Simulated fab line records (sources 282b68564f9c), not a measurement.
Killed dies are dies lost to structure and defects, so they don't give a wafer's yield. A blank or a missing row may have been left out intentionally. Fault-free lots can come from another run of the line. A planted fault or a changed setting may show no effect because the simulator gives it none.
Which tool is to blame? || flow rit cmos || 12 lots, 36 wafers sampled, at 2 steps of a route of 202

WHAT THE GAUGES SHOWED, per wafer
RIT_CONTACT_THK_MEAS_01.
{"lot": "L271", "measured": "day 3 09:11", "on": "film metro-02", "CONTACT_TEOS_THK (nm)": "395 393 399"}
{"lot": "L272", "measured": "day 3 11:46", "on": "film metro-01", "CONTACT_TEOS_THK (nm)": "399 401 405"}
{"lot": "L273", "measured": "day 3 15:23", "on": "film metro-04", "CONTACT_TEOS_THK (nm)": "392 397 405"}
{"lot": "L275", "measured": "day 3 23:32", "on": "film metro-04", "CONTACT_TEOS_THK (nm)": "390 390 394"}
{"lot": "L279", "measured": "day 4 21:37", "on": "film metro-01", "CONTACT_TEOS_THK (nm)": "341 399 405"}
{"lot": "L284", "measured": "day 5 20:49", "on": "film metro-02", "CONTACT_TEOS_THK (nm)": "397 387 397"}
{"lot": "L286", "measured": "day 6 10:31", "on": "film metro-04", "CONTACT_TEOS_THK (nm)": "393 396 398"}
{"lot": "L287", "measured": "day 6 18:53", "on": "film metro-02", "CONTACT_TEOS_THK (nm)": "393 395 399"}
{"lot": "L289", "measured": "day 7 07:01", "on": "film metro-01", "CONTACT_TEOS_THK (nm)": "399 404 402"}
{"lot": "L290", "measured": "day 7 08:57", "on": "film metro-01", "CONTACT_TEOS_THK (nm)": "396 403 403"}
{"lot": "L292", "measured": "day 7 20:50", "on": "film metro-01", "CONTACT_TEOS_THK (nm)": "400 402 396"}
{"lot": "L293", "measured": "day 8 01:56", "on": "film metro-01", "CONTACT_TEOS_THK (nm)": "394 394 403"}

WHAT TOOL EACH LOT RAN ON (gives the tool, then ch and the chambers of the sampled wafers, and finally the start)
{"lot": "L271", "RIT_CONTACT_CVD_00": "pecvd-04 ch 1,2, day 3 09:07"}
{"lot": "L272", "RIT_CONTACT_CVD_00": "pecvd-03 ch 0,1,2, day 3 11:43"}
{"lot": "L273", "RIT_CONTACT_CVD_00": "pecvd-01 ch 1,2, day 3 15:20"}
{"lot": "L275", "RIT_CONTACT_CVD_00": "pecvd-03 ch 0,1,2, day 3 23:29"}
{"lot": "L279", "RIT_CONTACT_CVD_00": "pecvd-01 ch 0,1, day 4 21:34"}
{"lot": "L284", "RIT_CONTACT_CVD_00": "pecvd-03 ch 0,2, day 5 20:46"}
{"lot": "L286", "RIT_CONTACT_CVD_00": "pecvd-04 ch 0,1,2, day 6 10:28"}
{"lot": "L287", "RIT_CONTACT_CVD_00": "pecvd-03 ch 0,1,2, day 6 18:50"}
{"lot": "L289", "RIT_CONTACT_CVD_00": "pecvd-04 ch 1,2, day 7 06:58"}
{"lot": "L290", "RIT_CONTACT_CVD_00": "pecvd-03 ch 1,2, day 7 08:53"}
{"lot": "L292", "RIT_CONTACT_CVD_00": "pecvd-04 ch 0,2, day 7 20:46"}
{"lot": "L293", "RIT_CONTACT_CVD_00": "pecvd-03 ch 0,1,2, day 8 01:53"}
- RIT_CONTACT_CVD_00: deposits SiO2 from TEOS, target thk 400 nm, time 61 s.

AS READ BY THE TOOLS THEMSELVES (means over the sampled wafers that have a number; for cases with no such wafer, the mark the record gives instead)
RIT_CONTACT_CVD_00.
{"lot": "L271", "tool": "pecvd-04", "heater power w (W)": 373}
{"lot": "L272", "tool": "pecvd-03", "heater power w (W)": 312}
{"lot": "L273", "tool": "pecvd-01", "heater power w (W)": 346}
{"lot": "L275", "tool": "pecvd-03", "heater power w (W)": 328}
{"lot": "L279", "tool": "pecvd-01", "heater power w (W)": 324}
{"lot": "L284", "tool": "pecvd-03", "heater power w (W)": 340}
{"lot": "L286", "tool": "pecvd-04", "heater power w (W)": 356}
{"lot": "L287", "tool": "pecvd-03", "heater power w (W)": 286}
{"lot": "L289", "tool": "pecvd-04", "heater power w (W)": 396}
{"lot": "L290", "tool": "pecvd-03", "heater power w (W)": 268}
{"lot": "L292", "tool": "pecvd-04", "heater power w (W)": 339}
{"lot": "L293", "tool": "pecvd-03", "heater power w (W)": 280}

THE ANSWER, worked out from the rows above alone
Rule: the usual values come from the lots themselves. Put in order of their means at a reading, lots are off if they are a third of the lots or fewer, leave a main group of 4 or more, and stand apart from it by a gap of 3 or more times the standard deviation of the main group's means; of several such gaps the widest counts. A main group whose means are all the same, to the digits that the tables above print for the reading, isn't used. Also off: a lot with no number at a reading for which 4 or more lots have one. Any other lot the step has rows for is counted as sound. The gauges are gone through in route order, then the tools' own readings, and for those a lot's mean is taken as printed above. The first step at which some lot is off is used, and at that step the reading that is off furthest; a lot without a number counts as furthest.
Off: L279, seen at RIT_CONTACT_THK_MEAS_01 (CONTACT_TEOS_THK). Mean 397 nm and standard deviation 3.2 in the main group.
If a tool, at a process step before that reading, ran all the lots that are off and no sound lot after the first of them, it fits. The gauges at RIT_CONTACT_THK_MEAS_01 are tried like those tools. One fits: RIT_CONTACT_CVD_00 on pecvd-01. Its last sound lot is L273 (day 3 15:20), its first lot that is off L279 (day 4 21:34): a fault that began between those two fits.

WHAT THE SIMULATOR HAD INSERTED
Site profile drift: pecvd-01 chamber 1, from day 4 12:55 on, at RIT_CONTACT_CVD_00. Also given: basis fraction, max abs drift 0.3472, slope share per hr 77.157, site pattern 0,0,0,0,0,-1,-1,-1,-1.
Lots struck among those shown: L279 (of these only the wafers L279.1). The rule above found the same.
